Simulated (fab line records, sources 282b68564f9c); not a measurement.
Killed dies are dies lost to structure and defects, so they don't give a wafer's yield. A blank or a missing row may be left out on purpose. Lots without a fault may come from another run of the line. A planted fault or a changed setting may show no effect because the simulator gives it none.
A struck lot beside a sound one | flow rit_cmos | 34 steps out of a route of 202
Sound: wafers L771.3, L771.4, L771.6. Struck: wafers L783.1, L783.3, L783.6. The cause comes at the end.
At each step with rows: each side's tool, then ch and its chambers, then its first start. Under that, the readings that differ: sound wafers | struck wafers | difference of the means | sigmas: that difference in standard deviations of wafers without a fault.
alike: readings whose means differ by less than 2 such deviations, and words and numbers that are the same on both sides. not compared: withheld readings, readings that some wafer has no value for, bounds like >300 that may hide the same value, and numbers for which the record gives no deviation and whose values overlap.
The two part at a step that has a row with sigmas, a row that says differs or no value, or rows on one side only. Numbers that don't overlap but have no deviation are shown without sigmas and don't part them. A reading that every wafer of one side lacks parts them only if that side has two wafers or more.

first, 2 steps without rows for these wafers: RIT_SPACER_CLEAN_02 (cleans in SC2, time 600 s); RIT_SPACER_CVD_03 (deposits Si3N4 from SiH2Cl2/NH3, target thk 250 nm, time 3300 s).
RIT_SPACER_THK_MEAS_04:
  sound on film_metro-01, day 4 04:20; struck on film_metro-02, day 7 00:06
  alike: SPACER_NITRIDE_THK
RIT_SPACER_ETCHBACK_05: etches Si3N4 in SF6/CHF3, stops on SiO2, target depth 250 nm, time 240 s.
  sound on rie_diel-03 ch 1,2,3, day 4 04:22; struck on rie_diel-02 ch 0,1,3, day 7 00:10
  alike: SF6_flow_sccm, drypump_motor_current_A, oes_product_au, throttle_valve_pct
  not compared: rf_hours_counter_h
then, 6 steps without rows for these wafers: RIT_NSD_HMDS_00 (prime time 60 s); RIT_NSD_COAT_01 (resist thk 1000 nm); RIT_NSD_SOFTBAKE_02 (time 60 s); RIT_NSD_EXPOSE_03 (exposes mask M9, target cd 40700 nm); RIT_NSD_PEB_04; RIT_NSD_DEVELOP_05 (develop time 50 s).
RIT_NSD_OVL_MEAS_06:
  sound on overlay-02, day 4 05:23; struck on overlay-01, day 7 01:17
  alike: NSD_OVL
then, 1 step without rows for these wafers: RIT_NSD_HARDBAKE_07 (time 60 s).
RIT_NSD_IMPLANT_08:
  sound on implanter-02 ch 0, day 4 05:37; struck on implanter-02 ch 0, day 7 01:28
  reading                          | sound                         | struck                        | difference | sigmas
  dose_ions_cm2                    | 9.994e+14 9.998e+14 9.993e+14 | 5.517e+14 5.511e+14 5.514e+14 | -4.481e+14 | -99 or more
  end_station_pressure_torr (Torr) | 7.9e-06 7.9e-06 8.1e-06       | 6.6e-06 6.8e-06 6.8e-06       | -1.2e-06   | -3
  faraday_current_uA               | 3145 3220 3119                | 1742 1720 1773                | -1416      | -22
  alike: beam_energy_keV
RIT_NSD_STRIP_09: strips in O2, time 180 s.
  sound on plasma_asher-01 ch 0,1, day 4 05:46; struck on plasma_asher-01 ch 0,1, day 7 01:37
  alike: drypump_motor_current_A
  not compared: rf_hours_counter_h
RIT_NSD_TW_MEAS_10:
  sound on film_metro-03, day 4 05:54; struck on film_metro-04, day 7 01:48
  reading | sound          | struck         | difference | sigmas
  NSD_TW  | 3157 3162 3171 | 2698 2687 2685 | -473       | -16
then, 6 steps without rows for these wafers: RIT_PSD_HMDS_00 (prime time 60 s); RIT_PSD_COAT_01 (resist thk 1000 nm); RIT_PSD_SOFTBAKE_02 (time 60 s); RIT_PSD_EXPOSE_03 (exposes mask M10, target cd 40900 nm); RIT_PSD_PEB_04; RIT_PSD_DEVELOP_05 (develop time 50 s).
RIT_PSD_OVL_MEAS_06:
  sound on overlay-01, day 4 06:56; struck on overlay-01, day 7 02:50
  alike: PSD_OVL
then, 2 steps without rows for these wafers: RIT_PSD_HARDBAKE_07 (time 60 s); RIT_PSD_IMPLANT_08.
RIT_PSD_STRIP_09: strips in O2, time 180 s.
  sound on plasma_asher-03 ch 0,1, day 4 07:19; struck on plasma_asher-04 ch 0,1, day 7 03:11
  alike: drypump_motor_current_A
  not compared: rf_hours_counter_h
RIT_PSD_TW_MEAS_10:
  sound on film_metro-04, day 4 07:27; struck on film_metro-01, day 7 03:22
  alike: PSD_TW
then, 3 steps without rows for these wafers: RIT_SDANNEAL_CLEAN_00 (cleans in SC1, time 600 s); RIT_SDANNEAL_CLEAN_01 (cleans in dHF, time 30 s); RIT_SDANNEAL_CLEAN_02 (cleans in SC2, time 600 s).
RIT_SDANNEAL_RTA_03: time 5 s.
  sound on rtp_anneal-02 ch 0, day 4 07:52; struck on rtp_anneal-01 ch 0, day 7 03:47
  alike: ramp_up_c_per_s, wafer_temp_C_max
RIT_SDANNEAL_RS_MEAS_04: measures by four-point-probe.
  sound on film_metro-01, day 4 07:57; struck on film_metro-01, day 7 03:50
  alike: PSD_RS
RIT_SDANNEAL_RS_MEAS_05: measures by four-point-probe.
  sound on film_metro-01, day 4 08:04; struck on film_metro-01, day 7 03:58
  reading         | sound             | struck               | difference | sigmas
  NSD_RS (ohm/sq) | 84.61 84.50 84.71 | 137.85 137.53 137.89 | +53.15     | +99 or more
RIT_SDANNEAL_RS_MEAS_06: measures by four-point-probe.
  sound on film_metro-01, day 4 08:11; struck on film_metro-01, day 7 04:05
  alike: PLDD_RS
RIT_M1_PROBE_99:
  sound on prober-02, day 4 15:28; struck on prober-01, day 7 11:05
  reading                              | sound             | struck            | difference | sigmas
  model.etest.nmos_0p3.r_on_ohm_um     | 2148 2096 2170    | 2559 2568 2574    | +429       |
  model.etest.nmos_0p15.r_on_ohm_um    | 1117 1075 1140    | 1366 1438 1397    | +290       |
  model.etest.contact_nplus.end_ohm_um | 43.21 42.01 41.29 | 112.5 110.8 111.2 | +69.3      |
  model.etest.nmos_0p15.drive_ua_um    | 478.8 483.5 460.9 | 396 394.1 402.5   | -77        |
  model.etest.nmos_narrow.drive_ua_um  | 225.6 227.6 221.6 | 182.2 192.5 186.9 | -37.7      |
  model.etest.nmos_0p3.drive_ua_um     | 227.7 228.5 225.2 | 184.4 190.7 186.7 | -39.9      |
  model.etest.nmos_turned.drive_ua_um  | 331 340.3 323     | 273.4 270.4 284.7 | -55.3      |
  model.etest.ring.delay_ps            | 26.73 26.3 27.66  | 29.03 29.55 28.83 | +2.24      |
  alike: killed_at_contacts, killed_at_front_end, killed_dies, killed_open, killed_short

WHERE THEY PART
First at RIT_NSD_IMPLANT_08; last, within this record, at RIT_SDANNEAL_RS_MEAS_05. Later steps at which nothing parts them and some readings are alike: RIT_SDANNEAL_RS_MEAS_06, RIT_M1_PROBE_99.

WHY: what the simulator had put in
Process parameter drift: implanter-02, from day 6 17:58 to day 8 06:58, at RIT_NSD_IMPLANT_08. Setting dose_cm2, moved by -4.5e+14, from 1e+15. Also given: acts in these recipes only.
